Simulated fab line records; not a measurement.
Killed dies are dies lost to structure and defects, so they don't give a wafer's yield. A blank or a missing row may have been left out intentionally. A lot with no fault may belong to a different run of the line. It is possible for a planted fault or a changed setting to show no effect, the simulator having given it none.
Struck lot and sound lot, side by side    flow ritCmos    34 steps out of a route of 202
Sound: wafers L473.1, L473.2, L473.4. Wafers L491.1, L491.2, L491.3 were the ones struck. Last of all comes the cause.
Each step with rows lists, per side, the tool, then ch with its chambers, then its first start. Under that, the readings that differ: sound wafers    struck wafers    difference of the means    sigmas: that difference in standard deviations of wafers without a fault.
alike: readings with means less than 2 such deviations apart, plus words and numbers identical on both sides. not compared: withheld readings, readings lacking a value on some wafer, bounds such as >300 that could conceal the same value, and numbers that have no deviation in the record and whose values overlap.
Wherever a step has rows on one side only, a row that says differs or no value, or a row with sigmas, the two part there. Numbers that don't overlap but have no deviation are shown without sigmas and don't part them. A reading that every wafer of one side lacks parts them only if that side has two wafers or more.

RIT_ACTIVE_BOW_MEAS_00:
  struck on filmMetro-04, day 5 04:00; sound on filmMetro-03, day 1 10:00
  alike: INCOMING_BOW
then, 1 step without rows for these wafers: RIT_ACTIVE_OXIDATION_01 (target thk 46.8 nm, ox time 3360 s).
RIT_ACTIVE_THK_MEAS_02:
  struck on filmMetro-04, day 5 07:05; sound on filmMetro-04, day 1 12:03
  alike: ACTIVE_OXIDE_THK
RIT_ACTIVE_CVD_03: deposits Si3N4 from SiH2Cl2/NH3, target thk 150 nm, time 1500 s.
  sound on lpcvd-01 ch 1, day 1 12:07; struck on lpcvd-01 ch 1, day 5 07:08
  alike: zonePowerSourcePct
RIT_ACTIVE_THK_MEAS_04:
  struck on filmMetro-03, day 5 08:33; sound on filmMetro-02, day 1 13:32
  alike: ACTIVE_NITRIDE_THK
then, 6 steps without rows for these wafers: RIT_ACTIVE_HMDS_05 (prime time 60 s); RIT_ACTIVE_COAT_06 (resist thk 1000 nm); RIT_ACTIVE_SOFTBAKE_07 (time 60 s); RIT_ACTIVE_EXPOSE_08 (exposes mask M1, target cd 1400 nm); RIT_ACTIVE_PEB_09; RIT_ACTIVE_DEVELOP_10 (develop time 50 s).
RIT_ACTIVE_CD_MEAS_11: the cd target is 1400 nm.
  struck on cdSem-01, day 5 09:41; sound on cdSem-02, day 1 14:34
  alike: cdNm
then, 1 step without rows for these wafers: RIT_ACTIVE_HARDBAKE_12 (time 60 s).
RIT_ACTIVE_ETCH_13: etches Si3N4 in SF6, stops on SiO2, time 210 s, target depth 210 nm.
  sound on rieDiel-03 ch 0,1,3, day 1 14:53; struck on rieDiel-04 ch 1,2,3, day 5 10:09
  alike: drypumpMotorCurrentA, oesProductAu, throttleValvePct
  not compared: rfHoursCounterH
RIT_ACTIVE_STRIP_14: strips in O2, time 180 s.
  sound on plasmaAsher-03 ch 0,1, day 1 15:01; struck on plasmaAsher-01 ch 0,1, day 5 10:17
  alike: drypumpMotorCurrentA
  not compared: rfHoursCounterH
RIT_ACTIVE_CD_MEAS_90: the cd target is 1400 nm.
  struck on cdSem-01, day 5 10:28; sound on cdSem-01, day 1 15:11
  alike: cdNm
then, 4 steps without rows for these wafers: RIT_ACTIVE_CLEAN_15 (cleans in SC1, time 600 s); RIT_ACTIVE_CLEAN_16 (cleans in dHF, time 30 s); RIT_ACTIVE_CLEAN_17 (cleans in SC2, time 600 s); RIT_FOX1_OXIDATION_00 (target thk 350.7 nm, ox time 1130 s).
RIT_FOX1_THK_MEAS_01:
  struck on filmMetro-03, day 5 13:00; sound on filmMetro-02, day 1 19:49
  alike: FOX1_OXIDE_THK
then, 2 steps without rows for these wafers: RIT_FOX1_WET_ETCH_02 (etches SiO2 in BOE, target depth 350 nm, time 390 s); RIT_FOX2_OXIDATION_00 (target thk 350.7 nm, ox time 1130 s).
RIT_FOX2_THK_MEAS_01:
  struck on filmMetro-01, day 5 15:38; sound on filmMetro-01, day 1 21:19
  alike: FOX2_OXIDE_THK
then, 2 steps without rows for these wafers: RIT_FOX2_CLEAN_02 (cleans in dHF, time 180 s); RIT_FOX2_WET_ETCH_03 (etches Si3N4 in H3PO4, target depth 195 nm, time 2700 s).
RIT_FOX2_THK_MEAS_90:
  struck on filmMetro-03, day 5 16:35; sound on filmMetro-03, day 1 22:11
  alike: FIELD_OXIDE_LEFT_1_THK
then, 6 steps without rows for these wafers: RIT_NWELL_HMDS_00 (prime time 62.45 s); RIT_NWELL_COAT_01 (resist thk 1300 nm); RIT_NWELL_SOFTBAKE_02 (time 60 s); RIT_NWELL_EXPOSE_03 (exposes mask M2, target cd 43900 nm); RIT_NWELL_PEB_04; RIT_NWELL_DEVELOP_05 (develop time 68 s).
RIT_M1_PROBE_99:
  struck on prober-01, day 7 15:38; sound on prober-02, day 3 13:37
reading           sound  struck    difference  sigmas
killedAtFrontEnd  8 8 3  23 30 33  +22         +7
killedDies        8 8 3  23 30 33  +22         +7
killedOnRim       3 2 0  9 9 11    +8          +6
  alike: killedAtContacts, killedOpen, killedShort

## WHERE THEY PART
At RIT_M1_PROBE_99 and nowhere else, as far as this record goes.

WHY: whatever the simulator had introduced
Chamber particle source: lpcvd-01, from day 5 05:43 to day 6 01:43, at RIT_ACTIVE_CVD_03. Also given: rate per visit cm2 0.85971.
